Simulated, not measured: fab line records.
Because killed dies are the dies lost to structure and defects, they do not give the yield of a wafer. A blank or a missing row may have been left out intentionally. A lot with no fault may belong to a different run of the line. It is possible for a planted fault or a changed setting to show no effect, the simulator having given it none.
Which tool is to blame? || flow berkeley cmos170 || 14 lots, 42 wafers sampled, at 2 steps of a route of 331

## WHAT THE GAUGES SHOWED, per wafer
UCB170_M1_CD_MEAS_90: the cd target is 700 nm.
{"lot": "L877", "measured": "day 7 04:14", "on": "cd sem-01", "cd nm (nm)": "694.4 697.8 696.3"}
{"lot": "L878", "measured": "day 7 05:30", "on": "cd sem-01", "cd nm (nm)": "700.6 698.7 697.7"}
{"lot": "L879", "measured": "day 7 14:57", "on": "cd sem-02", "cd nm (nm)": "701.0 701.5 702.3"}
{"lot": "L880", "measured": "day 7 17:59", "on": "cd sem-02", "cd nm (nm)": "702.1 703.2 698.3"}
{"lot": "L885", "measured": "day 8 05:25", "on": "cd sem-02", "cd nm (nm)": "695.5 699.7 697.5"}
{"lot": "L882", "measured": "day 8 07:36", "on": "cd sem-01", "cd nm (nm)": "700.4 696.8 701.8"}
{"lot": "L884", "measured": "day 8 08:00", "on": "cd sem-01", "cd nm (nm)": "- - -"}
{"lot": "L883", "measured": "day 8 09:23", "on": "cd sem-01", "cd nm (nm)": "- - -"}
{"lot": "L890", "measured": "day 9 02:32", "on": "cd sem-02", "cd nm (nm)": "700.0 700.1 696.4"}
{"lot": "L894", "measured": "day 10 03:41", "on": "cd sem-01", "cd nm (nm)": "697.2 696.9 700.5"}
{"lot": "L893", "measured": "day 10 04:10", "on": "cd sem-01", "cd nm (nm)": "700.3 701.4 701.3"}
{"lot": "L895", "measured": "day 10 04:13", "on": "cd sem-02", "cd nm (nm)": "697.1 698.7 697.8"}
{"lot": "L899", "measured": "day 11 05:37", "on": "cd sem-02", "cd nm (nm)": "703.6 705.1 702.3"}
{"lot": "L898", "measured": "day 11 05:41", "on": "cd sem-02", "cd nm (nm)": "696.2 702.1 694.7"}

## EACH LOT AND THE TOOL THAT RAN IT (in order: tool; ch and the chambers of the sampled wafers; start)
{"lot": "L877", "UCB170_M1_METAL_ETCH_12": "rie metal-01 ch 0,1, day 7 03:58"}
{"lot": "L878", "UCB170_M1_METAL_ETCH_12": "rie metal-04 ch 0,1, day 7 05:16"}
{"lot": "L879", "UCB170_M1_METAL_ETCH_12": "rie metal-02 ch 0,1, day 7 14:39"}
{"lot": "L880", "UCB170_M1_METAL_ETCH_12": "rie metal-02 ch 0,1, day 7 17:46"}
{"lot": "L885", "UCB170_M1_METAL_ETCH_12": "rie metal-02 ch 0,1, day 8 05:11"}
{"lot": "L882", "UCB170_M1_METAL_ETCH_12": "rie metal-04 ch 0,1, day 8 07:22"}
{"lot": "L884", "UCB170_M1_METAL_ETCH_12": "rie metal-02 ch 0,1, day 8 07:46"}
{"lot": "L883", "UCB170_M1_METAL_ETCH_12": "rie metal-01 ch 0, day 8 09:05"}
{"lot": "L890", "UCB170_M1_METAL_ETCH_12": "rie metal-01 ch 0,1, day 9 02:17"}
{"lot": "L894", "UCB170_M1_METAL_ETCH_12": "rie metal-04 ch 0, day 10 03:24"}
{"lot": "L893", "UCB170_M1_METAL_ETCH_12": "rie metal-01 ch 0, day 10 03:48"}
{"lot": "L895", "UCB170_M1_METAL_ETCH_12": "rie metal-04 ch 0,1, day 10 03:59"}
{"lot": "L899", "UCB170_M1_METAL_ETCH_12": "rie metal-02 ch 0,1, day 11 05:17"}
{"lot": "L898", "UCB170_M1_METAL_ETCH_12": "rie metal-04 ch 0,1, day 11 05:23"}
- UCB170_M1_METAL_ETCH_12: etches Al in Cl2/BCl3, stops on PSG, target depth 780 nm, time 130 s.

## AS READ BY THE TOOLS THEMSELVES (means over the sampled wafers that have a number; for cases with no such wafer, the mark the record gives instead)
UCB170_M1_METAL_ETCH_12.
{"lot": "L877", "tool": "rie metal-01", "bcl3 flow sccm (sccm)": 44.97, "bias w (W)": 119.8, "drypump motor current A (A)": 5.6, "oes product au (a.u.)": 0.861, "throttle valve pct (%)": 24.50}
{"lot": "L878", "tool": "rie metal-04", "bcl3 flow sccm (sccm)": 44.92, "bias w (W)": 119.9, "drypump motor current A (A)": 5.2, "oes product au (a.u.)": 0.865, "throttle valve pct (%)": 24.48}
{"lot": "L879", "tool": "rie metal-02", "bcl3 flow sccm (sccm)": 45.02, "bias w (W)": 119.9, "drypump motor current A (A)": 5.7, "oes product au (a.u.)": 0.860, "throttle valve pct (%)": 24.64}
{"lot": "L880", "tool": "rie metal-02", "bcl3 flow sccm (sccm)": 44.95, "bias w (W)": 120.1, "drypump motor current A (A)": 5.7, "oes product au (a.u.)": 0.855, "throttle valve pct (%)": 24.66}
{"lot": "L885", "tool": "rie metal-02", "bcl3 flow sccm (sccm)": 45.04, "bias w (W)": 120.0, "drypump motor current A (A)": 5.7, "oes product au (a.u.)": 0.856, "throttle valve pct (%)": 24.65}
{"lot": "L882", "tool": "rie metal-04", "bcl3 flow sccm (sccm)": 44.95, "bias w (W)": 119.6, "drypump motor current A (A)": 5.2, "oes product au (a.u.)": 0.860, "throttle valve pct (%)": 24.48}
{"lot": "L884", "tool": "rie metal-02", "bcl3 flow sccm (sccm)": "-", "bias w (W)": "-", "drypump motor current A (A)": "-", "oes product au (a.u.)": "-", "throttle valve pct (%)": "-"}
{"lot": "L883", "tool": "rie metal-01", "bcl3 flow sccm (sccm)": "-", "bias w (W)": "-", "drypump motor current A (A)": "-", "oes product au (a.u.)": "-", "throttle valve pct (%)": "-"}
{"lot": "L890", "tool": "rie metal-01", "bcl3 flow sccm (sccm)": 45.00, "bias w (W)": 119.8, "drypump motor current A (A)": 5.5, "oes product au (a.u.)": 0.849, "throttle valve pct (%)": 24.51}
{"lot": "L894", "tool": "rie metal-04", "bcl3 flow sccm (sccm)": 45.06, "bias w (W)": 120.0, "drypump motor current A (A)": 5.3, "oes product au (a.u.)": 0.879, "throttle valve pct (%)": 24.58}
{"lot": "L893", "tool": "rie metal-01", "bcl3 flow sccm (sccm)": 44.90, "bias w (W)": 120.3, "drypump motor current A (A)": 6.2, "oes product au (a.u.)": 0.863, "throttle valve pct (%)": 24.38}
{"lot": "L895", "tool": "rie metal-04", "bcl3 flow sccm (sccm)": 44.84, "bias w (W)": 120.3, "drypump motor current A (A)": 5.2, "oes product au (a.u.)": 0.864, "throttle valve pct (%)": 24.35}
{"lot": "L899", "tool": "rie metal-02", "bcl3 flow sccm (sccm)": 44.85, "bias w (W)": 119.8, "drypump motor current A (A)": 5.7, "oes product au (a.u.)": 0.863, "throttle valve pct (%)": 24.64}
{"lot": "L898", "tool": "rie metal-04", "bcl3 flow sccm (sccm)": 45.06, "bias w (W)": 119.6, "drypump motor current A (A)": 5.2, "oes product au (a.u.)": 0.861, "throttle valve pct (%)": 24.36}

## THE ANSWER, worked out from the rows above alone
Rule: what is usual is taken from the lots themselves. The widest of any qualifying gaps counts: lots, ordered by their means at a reading, are off when they make up no more than a third of the lots, leave a main group of 4 or more, and stand apart from it by 3 or more times the standard deviation of that group's means. Not used: any main group whose means are identical at the precision the tables above print for the reading. A lot without any number at a reading at which 4 lots or more have one is off too. Any other lot the step has rows for is counted as sound. Order of review: gauges by route order, followed by the tools' own readings, for which a lot's mean as printed above is used. At the first step where some lot is off, the reading lying furthest off is the one used; lots without a number count as furthest.
Off, at UCB170_M1_CD_MEAS_90 on cd nm: L884, L883. Without a number there: L884, L883. Mean 699.4 nm and standard deviation 2 in the main group.
A tool fits if, at a process step before that reading, it ran every lot that is off, and no sound lot after the first of them. Not tried: the gauges at UCB170_M1_CD_MEAS_90; whatever is off there is also off at UCB170_M1_METAL_ETCH_12, on other tools, and gauge error can't account for it. None of those tried fits.

## WHAT HAD BEEN PUT IN BY THE SIMULATOR
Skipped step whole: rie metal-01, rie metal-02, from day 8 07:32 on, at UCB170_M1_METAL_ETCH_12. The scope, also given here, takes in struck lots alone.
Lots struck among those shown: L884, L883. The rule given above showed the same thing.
